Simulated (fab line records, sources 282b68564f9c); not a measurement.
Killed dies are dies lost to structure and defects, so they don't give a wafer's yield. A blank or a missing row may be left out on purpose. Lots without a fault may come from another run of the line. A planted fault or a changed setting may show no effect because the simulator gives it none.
fab line records | flow rit_cmos
record lots=6 wafers=18 last_day=7
route steps=202 shown ACTIVE@1 FOX1@20 FOX2@23 M1@202
lots that met no fault: from a run of the same line without faults
start_h: hours from the record's first day to the start of the lot's first wafer shown | wait_h: hours since the lot's step before | " the same as in the row above | L1.1+2: a row that stands for several wafers | - no value, or no start given | * or withheld: withheld | < > ~ a bound
route shown NAME@n: a module of which the file shows steps, and the number in the route of the first | usual: mean/standard deviation of fault-free wafers | same: alike in all rows | chamber/n: place in a boat | sites: the reading at each site | _std_site: their standard deviation | _edge_site: outer sites' mean less inner sites' | radius_mm: how far each site lies from the wafer's centre | mask NAME#n: copy n | behind: the tool/chamber that last shaped the wafer | hold: why the lot was held/for how many hours/how that ended | device: the transistor (n, p or np) that didn't switch | end of line: the same wafers' tests at the end of the route | a step without rows: its recipe alone | killed: dies lost to structure and defects at the first sort, not the wafer's yield | map: a wafer's dies, x killed, . not, _ none there
set.NAME: the setting as run; set.NAME@STEP: as run at that earlier step | model.NAME: the simulator's own value behind a step, which no gauge read
lots at some steps of the route; a table a step, a row a wafer
services: from which hour (start_h, from the record's first day; less than 0 if before it) a tool's chamber was out of use, for how many hours, and why
## steps
# step RIT_ACTIVE_BOW_MEAS_00
# recipe mode=bow
# usual INCOMING_BOW=1/5.9
# columns lot.wafer tool chamber start_h wait_h INCOMING_BOW[um]
L788.1 film_metro-01 - 10.00 - -1
L788.4 " - " " 10
L788.6 " - " " 7
L790.3 film_metro-03 - 20.04 - -10
L790.4 " - " " -15
L790.5 " - " " -9
L797.1 film_metro-04 - 55.00 - -3
L797.3 " - " " 5
L797.6 " - " " -9
L798.4 film_metro-04 - 60.06 - -2
L798.5 " - " " 8
L798.6 " - " " 0
L802.1 film_metro-03 - 80.00 - -6
L802.3 " - " " 1
L802.6 " - " " -10
L810.2 film_metro-03 - 120.02 - -4
L810.4 " - " " 4
L810.6 " - " " -7
# step RIT_ACTIVE_OXIDATION_01
# recipe temp_c=1000 ambient=O2 target_thk_a=468 ox_time_s=3360
# step RIT_ACTIVE_THK_MEAS_02
# recipe reads=SiO2_of_ACTIVE_OXIDATION_01
# usual ACTIVE_OXIDE_THK=46.9/1.2
# columns lot.wafer tool chamber start_h wait_h ACTIVE_OXIDE_THK[nm]
L788.1 film_metro-04 - 12.05 0.0 45.7
L788.4 " - " " 45.6
L788.6 " - " " 45.4
L790.3 film_metro-01 - 22.07 0.0 47.5
L790.4 " - " " 48.2
L790.5 " - " " 49.1
L797.1 film_metro-01 - 57.05 0.0 48.5
L797.3 " - " " 48.4
L797.6 " - " " 48.9
L798.4 film_metro-01 - 62.08 0.0 45.0
L798.5 " - " " 44.5
L798.6 " - " " 45.1
L802.1 film_metro-03 - 82.05 0.0 47.3
L802.3 " - " " 48.3
L802.6 " - " " 48.1
L810.2 film_metro-04 - 123.03 0.0 47.1
L810.4 " - " " 47.0
L810.6 " - " " 47.2
# step RIT_ACTIVE_CVD_03
# recipe material=Si3N4 target_thk_nm=150 temp_c=810 precursor=SiH2Cl2/NH3 time_s=1500 pressure_mtorr=300 sih2cl2_flow_sccm=60 nh3_flow_sccm=150
# usual spike_tc_centre_C=812.9/1.1 spike_tc_load_C=830.6/1.9 spike_tc_source_C=833.5/1.7 susceptor_temp_C=809.9/0.33 zone_power_centre_pct=37.9/1.6 zone_power_source_pct=20.3/2
# columns lot.wafer tool chamber start_h wait_h spike_tc_centre_C spike_tc_load_C spike_tc_source_C susceptor_temp_C zone_power_centre_pct zone_power_source_pct model.Si3N4_of_ACTIVE_CVD_03.thk_nm
L788.1 lpcvd-02 1 12.11 0.1 813.3 830.5 834.6 810.1 39.8 17.4 151.1
L788.4 " 1 " " 813.5 830.7 836.1 809.9 39.3 17.6 151.2
L788.6 " 1 " " 813.9 831.2 834.4 809.7 39.3 18.0 150.8
L790.3 lpcvd-01 1 22.11 0.0 813.1 829.2 833.1 810.3 35.7 20.5 148.9
L790.4 " 1 " " 810.7 828.0 834.8 809.4 36.4 21.2 149
L790.5 " 1 " " 813.7 829.7 834.8 810.0 36.0 21.0 149.6
L797.1 lpcvd-02 0 57.11 0.1 827.1 849.4 846.0 824.6 37.3 20.3 195.6
L797.3 " 0 " " 825.6 849.1 845.5 825.1 36.6 20.2 195.1
L797.6 " 0 " " 828.1 850.1 844.6 824.7 37.3 20.1 193.2
L798.4 lpcvd-02 0 62.11 0.0 827.5 849.7 846.3 825.0 36.9 20.2 193.9
L798.5 " 0 " " 825.4 848.7 845.1 825.2 37.7 20.1 194.6
L798.6 " 0 " " 828.7 849.2 844.9 824.6 36.9 20.4 194.7
L802.1 lpcvd-01 0 82.11 0.1 814.2 827.2 833.3 809.7 39.8 22.8 152.2
L802.3 " 0 " " 813.5 830.0 833.8 810.3 39.8 22.8 150.7
L802.6 " 0 " " 814.9 829.6 833.7 809.2 39.2 22.9 151.3
L810.2 lpcvd-01 1 123.08 0.0 811.8 830.9 833.4 809.5 36.4 20.4 150.8
L810.4 " 1 " " 813.6 830.7 832.1 809.7 36.4 20.9 150.1
L810.6 " 1 " " 813.3 829.9 833.4 809.9 36.1 20.8 150.1
# step RIT_ACTIVE_THK_MEAS_04
# recipe reads=Si3N4_of_ACTIVE_CVD_03
# usual ACTIVE_NITRIDE_THK=149.9/1.4
# columns lot.wafer tool chamber start_h wait_h ACTIVE_NITRIDE_THK[nm]
L788.1 film_metro-04 - 13.53 0.0 151.2
L788.4 " - " " 151.2
L788.6 " - " " 150.7
L790.3 film_metro-03 - 23.55 0.0 149.0
L790.4 " - " " 149.0
L790.5 " - " " 149.6
L797.1 film_metro-03 - 58.53 0.0 195.6
L797.3 " - " " 195.0
L797.6 " - " " 193.1
L798.4 film_metro-03 - 63.56 0.0 193.7
L798.5 " - " " 194.6
L798.6 " - " " 194.7
L802.1 film_metro-01 - 83.53 0.0 152.2
L802.3 " - " " 150.6
L802.6 " - " " 151.3
L810.2 film_metro-01 - 125.21 0.0 150.8
L810.4 " - " " 150.1
L810.6 " - " " 150.1
# step RIT_ACTIVE_HMDS_05
# recipe prime_time_s=60 prime_temp_c=140
# step RIT_ACTIVE_COAT_06
# recipe resist=NOVOLAK spin_rpm=3250 resist_thk_nm=1000
# step RIT_ACTIVE_SOFTBAKE_07
# recipe resist=NOVOLAK temp_c=90 time_s=60
# step RIT_ACTIVE_EXPOSE_08
# recipe mask_id=M1 na=0.6 source_shape=conventional sigma_outer=0.6 target_cd_nm=1400 dose_mj=225
# step RIT_ACTIVE_PEB_09
# recipe resist=NOVOLAK temp_c=withheld time_s=withheld
# step RIT_ACTIVE_DEVELOP_10
# recipe resist=NOVOLAK develop_time_s=50 dev_temp_c=23
# step RIT_ACTIVE_CD_MEAS_11
# recipe target_cd_nm=1400
# usual cd_nm=1399.9/2.2
# columns lot.wafer tool chamber start_h wait_h cd_nm
L788.1 cd_sem-02 - 14.56 - 1399.0
L788.4 " - " " 1399.1
L788.6 " - " " 1397.7
L790.3 cd_sem-02 - 24.48 - 1397.9
L790.4 " - " " 1397.3
L790.5 " - " " 1399.8
L797.1 cd_sem-01 - 59.44 - 1398.8
L797.3 " - " " 1399.8
L797.6 " - " " 1399.8
L798.4 cd_sem-02 - 64.73 - 1403.7
L798.5 " - " " 1403.1
L798.6 " - " " 1402.9
L802.1 cd_sem-02 - 84.56 - 1398.4
L802.3 " - " " 1396.9
L802.6 " - " " 1397.9
L810.2 cd_sem-01 - 126.26 - 1402.1
L810.4 " - " " 1401.6
L810.6 " - " " 1401.5
# step RIT_ACTIVE_HARDBAKE_12
# recipe resist=NOVOLAK temp_c=139.1 time_s=60
# step RIT_ACTIVE_ETCH_13
# recipe stop_on=SiO2 chemistry=SF6 target=Si3N4 time_s=210 over_etch_frac=0.4 SF6_flow_sccm=200 pressure_mtorr=260 rf_w=125 target_depth_a=2100
# usual chamber_pressure_mTorr=260.00/0.21 drypump_motor_current_A=6.0/0.46 oes_product_au=0.824/0.011 rf_fwd_power_W=124.5/0.43 throttle_valve_pct=7.48/0.13
# columns lot.wafer tool chamber start_h wait_h chamber_pressure_mTorr drypump_motor_current_A oes_product_au rf_fwd_power_W rf_hours_counter_h throttle_valve_pct model.ACTIVE.feature_depth_nm model.etch.depth_nm
L788.1 rie_diel-02 2 14.83 0.1 259.93 6.5 0.826 124.5 8 7.44 152.4 151.1
L788.4 " 1 " " 259.61 6.2 0.832 124.3 20 7.39 152 151.2
L788.6 " 0 " " 259.88 6.3 0.839 124.2 - 7.60 150.8 150.8
L790.3 rie_diel-03 2 24.71 0.1 259.83 5.1 0.833 124.3 171 7.25 148.9 148.9
L790.4 " 3 " " 259.71 5.8 0.820 125.2 8 7.39 149 149
L790.5 " 1 " " 259.81 5.9 0.817 124.7 - 7.30 150.1 149.6
L797.1 rie_diel-02 3 59.71 0.1 260.24 6.6 0.958 125.4 5 7.55 198.4 195.6
L797.3 " 1 " " 260.19 6.2 0.974 124.3 21 7.40 196 195.1
L797.6 " 2 " " 260.38 6.5 0.940 125.1 - 7.46 194.5 193.2
L798.4 rie_diel-02 0 64.94 0.1 259.98 6.4 0.963 124.8 52 7.60 193.9 193.9
L798.5 " 3 " " 260.04 6.6 0.954 124.5 - 7.54 197.4 194.6
L798.6 " 0 " " 260.22 6.4 0.962 124.8 - 7.60 194.7 194.7
L802.1 rie_diel-04 2 84.83 0.1 260.03 6.4 0.818 124.5 4 7.72 152.2 152.2
L802.3 " 3 " " 259.62 6.1 0.838 124.6 52 7.60 152.8 150.7
L802.6 " 3 " " 260.09 6.1 0.851 125.2 - 7.59 153.4 151.3
L810.2 rie_diel-04 2 126.51 0.1 260.00 6.3 0.813 124.8 5 7.72 150.8 150.8
L810.4 " 0 " " 260.09 5.5 0.823 123.7 4 7.40 150 150.1
L810.6 " 0 " " 260.00 5.5 0.817 124.3 - 7.39 150.1 150.1
# step RIT_ACTIVE_STRIP_14
# recipe chemistry=O2 time_s=180 resist=NOVOLAK platen_temp_c=withheld power_w=500 pressure_mtorr=4000 o2_flow_sccm=4000
# usual chamber_pressure_mTorr=4000/3.6 drypump_motor_current_A=5.8/0.49
# columns lot.wafer tool chamber start_h wait_h chamber_pressure_mTorr drypump_motor_current_A rf_hours_counter_h
L788.1 plasma_asher-01 1 14.97 0.1 4005 6.3 42
L788.4 " 0 " " 3995 5.8 -
L788.6 " 0 " " 4000 5.7 -
L790.3 plasma_asher-03 1 24.90 0.1 4001 5.1 -
L790.4 " 0 " " 4002 5.7 -
L790.5 " 1 " " 4003 5.1 -
L797.1 plasma_asher-01 0 59.84 0.1 4001 5.8 46
L797.3 " 1 " " 3998 6.3 -
L797.6 " 1 " " 3997 6.3 -
L798.4 plasma_asher-03 0 65.13 0.1 3995 5.8 -
L798.5 " 0 " " 3995 5.8 -
L798.6 " 1 " " 4005 5.1 -
L802.1 plasma_asher-03 0 84.97 0.1 4002 5.8 35
L802.3 " 0 " " 4004 5.7 -
L802.6 " 0 " " 4004 5.7 -
L810.2 plasma_asher-03 1 126.64 0.1 4002 5.1 39
L810.4 " 0 " " 4003 5.7 -
L810.6 " 0 " " 3996 5.8 -
# step RIT_ACTIVE_CD_MEAS_90
# recipe target_cd_nm=1400
# usual cd_nm=1399.9/2.2
# columns lot.wafer tool chamber start_h wait_h cd_nm
L788.1 cd_sem-02 - 15.14 0.1 1399.6
L788.4 " - " " 1399.3
L788.6 " - " " 1397.8
L790.3 cd_sem-02 - 25.06 0.1 1398.3
L790.4 " - " " 1397.2
L790.5 " - " " 1399.7
L797.1 cd_sem-02 - 60.02 0.1 1398.8
L797.3 " - " " 1399.3
L797.6 " - " " 1399.8
L798.4 cd_sem-02 - 65.31 0.1 1404.0
L798.5 " - " " 1403.3
L798.6 " - " " 1403.4
L802.1 cd_sem-02 - 85.14 0.1 1398.3
L802.3 " - " " 1396.5
L802.6 " - " " 1397.7
L810.2 cd_sem-02 - 126.84 0.1 1402.0
L810.4 " - " " 1401.6
L810.6 " - " " 1401.5
# step RIT_ACTIVE_CLEAN_15
# recipe chemistry=SC1 mix=3:3:50 time_s=600 temp_c=75
# step RIT_ACTIVE_CLEAN_16
# recipe chemistry=dHF dilution=50:1 time_s=29.33
# step RIT_ACTIVE_CLEAN_17
# recipe chemistry=SC2 mix=3:3:50 time_s=600 temp_c=75 dry=n2_spin
# step RIT_FOX1_OXIDATION_00
# recipe temp_c=1100 ambient=H2O target_thk_a=3507 p_h2o_torr=720 ox_time_s=1130
# step RIT_FOX1_THK_MEAS_01
# recipe reads=SiO2_of_FOX1_OXIDATION_00
# usual FOX1_OXIDE_THK=349/7.8
# columns lot.wafer tool chamber start_h wait_h FOX1_OXIDE_THK[nm]
L788.1 film_metro-02 - 18.15 0.0 342
L788.4 " - " " 342
L788.6 " - " " 342
L790.3 film_metro-03 - 27.67 0.0 347
L790.4 " - " " 356
L790.5 " - " " 346
L797.1 film_metro-02 - 62.43 0.0 355
L797.3 " - " " 358
L797.6 " - " " 362
L798.4 film_metro-03 - 67.40 0.0 357
L798.5 " - " " 355
L798.6 " - " " 358
L802.1 film_metro-01 - 87.88 0.0 351
L802.3 " - " " 344
L802.6 " - " " 350
L810.2 film_metro-03 - 131.05 0.0 350
L810.4 " - " " 351
L810.6 " - " " 349
# step RIT_FOX1_WET_ETCH_02
# recipe chemistry=BOE target_depth_nm=350 time_s=390 temp_c=21.5 dry=n2_spin dilution=10:1 target=SiO2
# step RIT_FOX2_OXIDATION_00
# recipe temp_c=1100 ambient=H2O target_thk_a=3507 p_h2o_torr=720 ox_time_s=1130
# step RIT_FOX2_THK_MEAS_01
# recipe reads=SiO2_of_FOX2_OXIDATION_00
# usual FOX2_OXIDE_THK=350/6.3
# columns lot.wafer tool chamber start_h wait_h FOX2_OXIDE_THK[nm]
L788.1 film_metro-03 - 19.87 0.0 357
L788.4 " - " " 356
L788.6 " - " " 356
L790.3 film_metro-02 - 29.16 0.0 348
L790.4 " - " " 346
L790.5 " - " " 347
L797.1 film_metro-02 - 63.92 0.0 353
L797.3 " - " " 355
L797.6 " - " " 354
L798.4 film_metro-02 - 68.89 0.0 340
L798.5 " - " " 335
L798.6 " - " " 336
L802.1 film_metro-02 - 89.38 0.0 354
L802.3 " - " " 347
L802.6 " - " " 347
L810.2 film_metro-04 - 133.85 0.0 353
L810.4 " - " " 357
L810.6 " - " " 354
# step RIT_FOX2_CLEAN_02
# recipe chemistry=dHF dilution=50:1 time_s=180
# columns lot.wafer tool chamber start_h wait_h model.Si3N4_of_ACTIVE_CVD_03.thk_nm
L788.1 wet_bench-01 2 19.93 0.1 132
L788.4 " 2 " " 132.1
L788.6 " 2 " " 131.7
L790.3+4 wet_bench-04 1 29.20 0.0 129.7
L790.5 " 1 " " 130.4
L797.1 wet_bench-02 3 63.98 0.1 176.4
L797.3 " 3 " " 175.9
L797.6 " 3 " " 174
L798.4 wet_bench-01 3 68.92 0.0 174.6
L798.5 " 3 " " 175.4
L798.6 " 3 " " 175.5
L802.1 wet_bench-02 1 89.44 0.1 133.1
L802.3 " 1 " " 131.6
L802.6 " 1 " " 132.2
L810.2 wet_bench-02 3 133.90 0.0 131.6
L810.4 " 3 " " 130.8
L810.6 " 3 " " 130.9
# step RIT_FOX2_WET_ETCH_03
# recipe chemistry=H3PO4 target=Si3N4 target_depth_nm=195 temp_c=165 time_s=2700
# step RIT_M1_PROBE_99
# usual killed_at_M0_to_M3=0.0/0.14 killed_at_contacts=0.1/0.3 killed_at_front_end=6.5/2.9 killed_dies=6.6/3 killed_open=3.3/2 killed_short=3.3/1.9
# same gross_dies=264 killed_at_M4_up=0 killed_at_back_side=0 killed_at_other=0
# columns lot.wafer tool chamber start_h wait_h killed_at_M0_to_M3 killed_at_contacts killed_at_front_end killed_dies killed_open killed_short model.etest.pldd.width_nm model.etest.nldd.width_nm model.etest.pplus_sal.width_nm model.etest.nplus_sal.width_nm
L788.1 prober-01 - 63.67 0.1 0 0 7 7 3 4 3190 3172 3446 3452
L788.4 prober-01 - 63.82 0.2 0 1 6 7 4 3 3175 3195 3471 3467
L788.6 prober-01 - 63.92 0.2 0 0 6 6 2 4 3198 3194 3450 3443
L790.3 prober-01 - 70.58 0.2 0 0 7 7 2 5 3171 3170 3455 3458
L790.4 prober-01 - 70.63 0.2 0 0 4 4 2 2 3144 3168 3444 3434
L790.5 prober-01 - 70.68 0.2 0 0 7 7 2 5 3143 3164 3434 3458
L797.1 prober-02 - 104.11 0.1 0 0 6 6 3 2 3208 3200 3444 3446
L797.3 prober-02 - 104.22 0.2 0 0 9 9 3 3 3192 3188 3476 3477
L797.6 prober-02 - 104.36 0.2 0 0 7 7 3 4 3193 3191 3448 3457
L798.4 prober-01 - 106.77 0.2 0 0 4 4 1 2 3248 3238 3483 3468
L798.5 prober-01 - 106.82 0.2 0 0 3 3 3 0 3255 3249 3495 3477
L798.6 prober-01 - 106.87 0.2 0 0 5 5 1 4 3244 3253 3489 3508
L802.1 prober-01 - 129.39 0.1 0 1 13 14 8 6 3164 3172 3435 3416
L802.3 prober-01 - 129.49 0.2 0 0 7 7 4 3 3183 3163 3428 3440
L802.6 prober-01 - 129.64 0.2 0 0 5 5 3 2 3151 3162 3436 3421
L810.2 prober-01 - 177.58 0.1 0 0 12 12 5 7 3178 3172 3466 3428
L810.4 prober-01 - 177.68 0.2 1 0 6 7 5 2 3172 3183 3450 3428
L810.6 prober-01 - 177.78 0.2 0 0 7 7 4 3 3172 3176 3412 3451
# killed by level:class
L788.1 FOX2:geometric_particle:short=2 FOX1:geometric_particle:open=1 FOX1:geometric_particle:short=1 FOX2:geometric_particle:open=1 GATE:geometric_particle:short=1 SILICIDE:geometric_particle:open=1
L788.4 GATE:geometric_particle:open=2 REOX:geometric_particle:open=2 FOX1:geometric_particle:short=1 FOX2:geometric_particle:short=1 CONTACT:geometric_particle:short=1
L788.6 SPACER:geometric_particle:short=2 GATE:geometric_particle:open=1 REOX:geometric_particle:short=1 SPACER:geometric_particle:open=1 SILICIDE:geometric_particle:short=1
L790.3 SPACER:geometric_particle:short=3 GATE:geometric_particle:short=2 FOX1:geometric_particle:open=1 GATE:geometric_particle:open=1
L790.4 FOX1:geometric_particle:short=1 FOX1:geometric_particle:open=1 REOX:geometric_particle:open=1 SILICIDE:geometric_particle:short=1
L790.5 GATE:geometric_particle:short=3 FOX1:geometric_particle:short=1 REOX:geometric_particle:open=1 SPACER:geometric_particle:open=1 SILICIDE:geometric_particle:short=1
L797.1 ACTIVE:geometric_particle:short=1 FOX2:geometric_particle:open=1 GATE:geometric_particle:open=1 REOX:geometric_particle:open=1 SPACER:geometric_particle:short=1 ACTIVE:area_etch=1
L797.3 ACTIVE:area_etch=3 GATE:geometric_particle:short=1 GATE:geometric_particle:open=1 REOX:geometric_particle:open=1 SPACER:geometric_particle:open=1 SPACER:geometric_particle:short=1 SILICIDE:geometric_particle:short=1
L797.6 GATE:geometric_particle:short=3 FOX1:geometric_particle:open=2 GATE:geometric_particle:open=1 REOX:geometric_particle:short=1
L798.4 GATE:geometric_particle:short=1 GATE:geometric_particle:open=1 SILICIDE:geometric_particle:short=1 ACTIVE:area_etch=1
L798.5 GATE:geometric_particle:open=2 FOX1:geometric_particle:open=1
L798.6 REOX:geometric_particle:short=2 FOX1:geometric_particle:short=1 SILICIDE:geometric_particle:short=1 SILICIDE:geometric_particle:open=1
L802.1 SPACER:geometric_particle:short=3 SILICIDE:geometric_particle:open=3 FOX1:geometric_particle:short=2 REOX:geometric_particle:open=2 SPACER:geometric_particle:open=2 SILICIDE:geometric_particle:short=1 CONTACT:geometric_particle:open=1
L802.3 GATE:geometric_particle:open=2 FOX1:geometric_particle:open=1 GATE:geometric_particle:short=1 SPACER:geometric_particle:short=1 SILICIDE:geometric_particle:open=1 SILICIDE:geometric_particle:short=1
L802.6 SPACER:geometric_particle:short=2 SILICIDE:geometric_particle:open=2 SPACER:geometric_particle:open=1
L810.2 GATE:geometric_particle:open=3 REOX:geometric_particle:short=3 SPACER:geometric_particle:short=2 FOX2:geometric_particle:short=1 REOX:geometric_particle:open=1 SPACER:geometric_particle:open=1 SILICIDE:geometric_particle:short=1
L810.4 GATE:geometric_particle:open=3 FOX2:geometric_particle:short=1 GATE:geometric_particle:short=1 SPACER:geometric_particle:open=1 M1:geometric_particle:open=1
L810.6 GATE:geometric_particle:open=2 SPACER:geometric_particle:open=2 FOX2:geometric_particle:short=1 GATE:geometric_particle:short=1 SILICIDE:geometric_particle:short=1
## services
# columns tool chamber start_h hours kind
rie_diel-02 - -4.70 0.6 repair
rie_diel-03 - 8.01 1.2 repair
rie_diel-02 2 8.25 2.4 repair
rie_diel-04 0 9.64 9.7 repair
rie_diel-02 1 36.91 5.5 repair
rie_diel-02 0 38.50 2.1 repair
rie_diel-03 2 39.61 - clean
rie_diel-03 2 39.61 23.6 scheduled_down
rie_diel-03 2 39.61 23.6 vent_cycle
wet_bench-04 - 43.60 3.0 repair
lpcvd-01 - 43.97 6.0 pm
rie_diel-04 - 67.33 4.4 repair
rie_diel-04 1 74.43 - clean
rie_diel-04 1 74.43 15.8 scheduled_down
rie_diel-04 1 74.43 15.8 vent_cycle
rie_diel-03 3 97.68 2.4 repair
rie_diel-03 3 110.18 6.8 repair
lpcvd-01 - 110.38 0.7 repair
rie_diel-02 1 120.10 5.9 repair
rie_diel-03 - 125.75 2.8 pm
## key
first_sign step=RIT_ACTIVE_CVD_03 reading=susceptor_temp_C direction=up sigmas=45 usual=* struck=*
effect step=RIT_ACTIVE_CVD_03 reading=spike_tc_centre_C direction=up sigmas=12 usual=812.9 struck=827.0
effect step=RIT_ACTIVE_THK_MEAS_04 reading=ACTIVE_NITRIDE_THK direction=up sigmas=32 usual=149.9 struck=194.4
effect step=RIT_ACTIVE_ETCH_13 reading=oes_product_au direction=up sigmas=13 usual=0.824 struck=0.959
model_effect step=RIT_ACTIVE_CVD_03 value=Si3N4_of_ACTIVE_CVD_03.thk_nm without=149.3 struck=194.5
model_effect step=RIT_ACTIVE_ETCH_13 value=ACTIVE.feature_depth_nm without=150.6 struck=195.8
model_effect step=RIT_FOX2_CLEAN_02 value=Si3N4_of_ACTIVE_CVD_03.thk_nm without=130.1 struck=175.3
model_effect step=RIT_M1_PROBE_99 value=etest.pldd.width_nm without=3179 struck=3223
met_at RIT_ACTIVE_CVD_03
struck_wafers L797.1,L797.3,L797.6,L798.4,L798.5,L798.6
tester_left_out L797,L798
fault kind=process_parameter_drift tool=lpcvd-02 chamber=0 onset_h=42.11 steps=RIT_ACTIVE_CVD_03 channel=temp_c offset=* shape=step end_h=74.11 acts_in=* stated=*
# tester_left_out: of these lots the tester's yield and bins aren't shown, on N5 and GAA mostly nor the transistor test; their killed dies are dies lost to structure and defects alone, not to doping, threshold or leakage, so they don't give the yield
